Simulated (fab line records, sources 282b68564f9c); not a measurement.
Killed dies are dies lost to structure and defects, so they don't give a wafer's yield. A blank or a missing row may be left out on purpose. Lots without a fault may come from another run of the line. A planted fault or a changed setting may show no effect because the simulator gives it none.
Which tool did it? | flow rit_cmos | 15 lots, 45 wafers sampled, at 6 steps of a route of 202

WHAT THE GAUGES READ, wafer by wafer
RIT_WELLDRIVE_RS_MEAS_01: measures by four-point-probe.
lot  | measured    | on            | NWELL_RS (ohm/sq)
L359 | day 2 06:10 | film_metro-01 | 276.6 275.9 276.8
L360 | day 2 13:47 | film_metro-01 | 275.9 276.9 276.3
L361 | day 2 16:26 | film_metro-04 | 275.9 275.3 275.0
L362 | day 2 21:12 | film_metro-03 | 274.9 275.5 275.7
L365 | day 3 15:22 | film_metro-04 | 275.8 275.8 276.5
L366 | day 3 21:47 | film_metro-01 | 275.7 275.8 275.6
L370 | day 4 16:42 | film_metro-04 | 275.8 275.2 276.2
L371 | day 4 22:32 | film_metro-04 | 274.6 275.1 274.8
L372 | day 4 23:21 | film_metro-01 | 276.1 275.8 276.1
L373 | day 5 04:25 | film_metro-04 | 276.8 276.6 276.9
L376 | day 5 21:00 | film_metro-04 | 274.8 274.9 274.8
L379 | day 6 12:28 | film_metro-04 | 276.5 276.9 276.6
L380 | day 6 17:32 | film_metro-01 | 276.2 275.5 276.1
L381 | day 6 22:10 | film_metro-04 | 275.9 276.3 275.1
L382 | day 6 23:41 | film_metro-01 | 275.7 275.9 276.0

RIT_FOX2_THK_MEAS_91.
lot  | measured    | on            | FIELD_OXIDE_LEFT_2_THK (nm)
L359 | day 2 10:12 | film_metro-02 | 252 256 254
L360 | day 2 17:53 | film_metro-02 | 248 248 244
L361 | day 2 20:38 | film_metro-02 | 271 261 257
L362 | day 3 01:14 | film_metro-04 | 249 249 252
L365 | day 3 19:10 | film_metro-04 | 249 245 253
L366 | day 4 01:53 | film_metro-04 | 248 254 251
L370 | day 4 21:06 | film_metro-01 | 253 254 260
L371 | day 5 02:37 | film_metro-04 | 260 256 261
L372 | day 5 03:39 | film_metro-01 | 245 254 248
L373 | day 5 08:43 | film_metro-02 | 250 250 249
L376 | day 6 00:57 | film_metro-02 | 255 258 259
L379 | day 6 16:31 | film_metro-01 | 254 253 257
L380 | day 6 21:45 | film_metro-01 | 245 245 246
L381 | day 7 02:44 | film_metro-04 | 255 257 260
L382 | day 7 03:46 | film_metro-02 | 238 236 237

RIT_NLDD_TW_MEAS_10.
lot  | measured    | on            | NLDD_TW
L359 | day 2 22:19 | film_metro-02 | 2494 2467 2482
L360 | day 3 09:04 | film_metro-02 | 2480 2490 2497
L361 | day 3 12:49 | film_metro-01 | 2478 2491 2480
L362 | day 3 15:41 | film_metro-02 | 2491 2475 2479
L365 | day 4 06:56 | film_metro-03 | 2519 2515 2528
L366 | day 4 13:29 | film_metro-03 | 2518 2528 2511
L370 | day 5 08:25 | film_metro-01 | 2490 2496 2495
L371 | day 5 11:59 | film_metro-02 | 2343 2354 2349
L372 | day 5 15:38 | film_metro-02 | 2345 2349 2353
L373 | day 5 22:14 | film_metro-03 | 2392 2377 2373
L376 | day 6 12:22 | film_metro-03 | 2528 2534 2531
L379 | day 7 05:15 | film_metro-02 | 2469 2472 2472
L380 | day 7 09:23 | film_metro-01 | 2475 2473 2478
L381 | day 7 13:38 | film_metro-03 | 2512 2505 2526
L382 | day 7 13:44 | film_metro-01 | 2465 2462 2474

RIT_SPACER_THK_MEAS_04.
lot  | measured    | on            | SPACER_NITRIDE_THK (nm)
L359 | day 3 02:24 | film_metro-04 | 250.4 249.4 249.4
L360 | day 3 13:08 | film_metro-03 | 251.4 251.5 251.8
L361 | day 3 16:37 | film_metro-03 | 247.6 248.1 247.7
L362 | day 3 19:32 | film_metro-03 | 253.7 252.4 252.0
L365 | day 4 11:07 | film_metro-03 | 250.8 248.8 251.9
L366 | day 4 17:15 | film_metro-02 | 255.0 255.9 254.9
L370 | day 5 12:22 | film_metro-02 | 252.5 252.8 253.7
L371 | day 5 16:49 | film_metro-02 | 247.5 247.6 248.4
L372 | day 5 19:43 | film_metro-04 | 252.8 250.4 248.7
L373 | day 6 02:04 | film_metro-04 | 251.7 251.8 249.1
L376 | day 6 16:19 | film_metro-04 | 249.5 249.2 250.8
L379 | day 7 09:08 | film_metro-02 | 251.9 251.8 249.5
L380 | day 7 13:10 | film_metro-04 | 247.2 248.2 248.7
L381 | day 7 17:43 | film_metro-03 | 250.8 249.4 249.6
L382 | day 7 18:31 | film_metro-02 | 250.8 250.6 250.7

RIT_SDANNEAL_RS_MEAS_07: measures by four-point-probe.
lot  | measured    | on            | NLDD_RS (ohm/sq)
L359 | day 3 06:43 | film_metro-03 | 151.7 151.8 151.7
L360 | day 3 17:15 | film_metro-01 | 151.4 151.4 150.9
L361 | day 3 20:46 | film_metro-02 | 152.3 152.1 151.8
L362 | day 3 23:38 | film_metro-02 | 152.7 151.6 152.2
L365 | day 4 15:29 | film_metro-01 | 152.5 152.0 152.0
L366 | day 4 21:32 | film_metro-03 | 151.9 152.1 152.8
L370 | day 5 16:22 | film_metro-03 | 152.7 152.4 152.0
L371 | day 5 20:47 | film_metro-03 | 156.0 155.0 155.8
L372 | day 5 23:57 | film_metro-02 | 154.8 155.4 155.1
L373 | day 6 06:11 | film_metro-03 | 155.3 155.5 155.9
L376 | day 6 20:41 | film_metro-03 | 152.2 152.8 152.3
L379 | day 7 13:23 | film_metro-03 | 152.4 152.8 152.7
L380 | day 7 17:23 | film_metro-01 | 152.6 152.6 152.0
L381 | day 7 21:42 | film_metro-02 | 151.2 151.7 151.4
L382 | day 7 22:38 | film_metro-02 | 151.2 151.6 151.1

WHICH TOOL RAN EACH LOT (tool, then ch and the chambers of the sampled wafers, then the start)
lot  | RIT_NLDD_IMPLANT_08
L359 | implanter-01 ch 0, day 2 21:59
L360 | implanter-01 ch 0, day 3 08:44
L361 | implanter-02 ch 0, day 3 12:30
L362 | implanter-02 ch 0, day 3 15:23
L365 | implanter-04 ch 0, day 4 06:37
L366 | implanter-02 ch 0, day 4 13:10
L370 | implanter-01 ch 0, day 5 08:07
L371 | implanter-01 ch 0, day 5 11:33
L372 | implanter-01 ch 0, day 5 15:20
L373 | implanter-01 ch 0, day 5 21:55
L376 | implanter-04 ch 0, day 6 12:04
L379 | implanter-04 ch 0, day 7 04:56
L380 | implanter-02 ch 0, day 7 09:04
L381 | implanter-02 ch 0, day 7 13:21
L382 | implanter-04 ch 0, day 7 13:25
- RIT_NLDD_IMPLANT_08

WHAT THE TOOLS THEMSELVES READ (means of the sampled wafers that have a number; where no wafer has one, the mark that the record gives instead)
RIT_NLDD_IMPLANT_08.
lot  | tool         | beam_energy_keV
L359 | implanter-01 | 19.997
L360 | implanter-01 | 20.002
L361 | implanter-02 | 20.001
L362 | implanter-02 | 19.997
L365 | implanter-04 | 19.996
L366 | implanter-02 | 19.997
L370 | implanter-01 | 20.003
L371 | implanter-01 | 16.405
L372 | implanter-01 | 16.400
L373 | implanter-01 | 16.402
L376 | implanter-04 | 19.995
L379 | implanter-04 | 20.001
L380 | implanter-02 | 19.996
L381 | implanter-02 | 20.001
L382 | implanter-04 | 20.005

THE ANSWER, worked out from the rows above alone
Rule: what is usual is taken from the lots themselves. Put in order of their means at a reading, lots are off if they are a third of the lots or fewer, leave a main group of 4 or more, and stand apart from it by a gap of 3 or more times the standard deviation of the main group's means; of several such gaps the widest counts. A main group whose means are all the same, to the digits that the tables above print for the reading, isn't used. A lot without any number at a reading at which 4 lots or more have one is off too. The other lots that the step has rows for count as sound. The gauges are gone through in route order, then the tools' own readings, and for those a lot's mean is taken as printed above. The first step at which some lot is off is used, and at that step the reading that is off furthest; a lot without a number counts as furthest.
Off: L371, L372, L373, at RIT_NLDD_TW_MEAS_10 (NLDD_TW). The main group: mean 2494, standard deviation 21.
A tool fits if, at a process step before that reading, it ran every lot that is off, and no sound lot after the first of them. The gauges at RIT_NLDD_TW_MEAS_10 aren't tried: what is off there is off at RIT_NLDD_IMPLANT_08 too, on other tools, and a gauge's error can't cause that. One fits: implanter-01 at RIT_NLDD_IMPLANT_08. Its last sound lot is L370 (day 5 08:07), its first lot that is off L371 (day 5 11:33): a fault that began between those two fits.
The tool's own readings at RIT_NLDD_IMPLANT_08 bear it out: on the lots that are off they differ by more than 5 times the standard deviation of the sound lots' means. beam_energy_keV reads 16.402 there against 19.999 on the sound lots.

WHAT THE SIMULATOR HAD PUT IN
Process parameter drift: implanter-01, from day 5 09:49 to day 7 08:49, at RIT_NLDD_IMPLANT_08. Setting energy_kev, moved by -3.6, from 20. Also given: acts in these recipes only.
Lots struck among those shown: L371, L372, L373. The rule above found the same.
